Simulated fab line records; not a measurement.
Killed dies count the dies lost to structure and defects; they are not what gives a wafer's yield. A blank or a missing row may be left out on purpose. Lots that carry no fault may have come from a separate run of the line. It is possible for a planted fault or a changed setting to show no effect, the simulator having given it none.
Comparing a struck lot with a sound one :: flow berkeleyCmos170 :: 14 steps out of a route of 331
Sound: the wafers L151.1, L151.4, L151.6. Wafers struck: L158.1, L158.5, L158.6. The cause is given at the end.
For every step that has rows: the tool of each side, followed by ch and its chambers, followed by its first start. Under that, the readings that differ: sound wafers :: struck wafers :: difference of the means :: sigmas: that difference in standard deviations of wafers without a fault.
alike: same words and numbers on both sides, and readings whose means sit less than 2 such deviations apart. not compared: any withheld reading, any reading some wafer has no value for, any bound like >300 that may hide the same value, and any number with overlapping values for which the record gives no deviation.
A row with sigmas, a row that says differs or no value, or rows on one side alone: a step with any of these is where the two part. Numbers that have no deviation but don't overlap get no sigmas and don't part them. A reading that every wafer of one side lacks parts them only if that side has two wafers or more.

first, 4 steps without rows for these wafers: UCB170_NVT_SOFTBAKE_02 (time 60 s); UCB170_NVT_EXPOSE_03 (exposes mask PWELL, target cd 3000 nm); UCB170_NVT_PEB_04; UCB170_NVT_DEVELOP_05 (develop time 45 s).
UCB170_NVT_OVL_MEAS_06:
  sound on overlay-01, day 6 07:43; struck on overlay-02, day 7 20:30
  alike: NVT_OVL
next, for these wafers, 1 step has no rows: UCB170_NVT_IMPLANT_07.
UCB170_NVT_STRIP_08: strips in O2.
  sound on plasmaAsher-02 ch 0,1, day 6 07:54; struck on plasmaAsher-01 ch 0,1, day 7 20:41
  alike: drypumpMotorCurrentA, oesProductAu, stripTimeToEndpointS
  not compared: rfHoursCounterH
UCB170_NVT_TW_MEAS_09:
  sound on filmMetro-01, day 6 08:00; struck on filmMetro-02, day 7 20:47
  alike: NVT_TW
then, 4 steps without rows for these wafers: UCB170_NVT_CLEAN_10 (cleans in SPM, time 600 s); UCB170_PVT_HMDS_00 (prime time 60 s); UCB170_PVT_COAT_01 (resist thk 900 nm); UCB170_PVT_SOFTBAKE_02 (time 60 s).
UCB170_PVT_EXPOSE_03: exposes mask NWELL, target cd 3000 nm.
  sound on krfScanner-02 ch 0, day 6 10:28; struck on krfScanner-02, day 7 21:38
  no value came back on the struck wafers for exposureDoseMJCm2, focusOffsetNm (nm); on the sound wafers exposureDoseMJCm2 reads 30.004 30.026 29.993
  alike: mask
next, for these wafers, 1 step has no rows: UCB170_PVT_PEB_04.

## WHERE THEY PART
UCB170_PVT_EXPOSE_03 only, going by this record.

WHY: whatever the simulator had introduced
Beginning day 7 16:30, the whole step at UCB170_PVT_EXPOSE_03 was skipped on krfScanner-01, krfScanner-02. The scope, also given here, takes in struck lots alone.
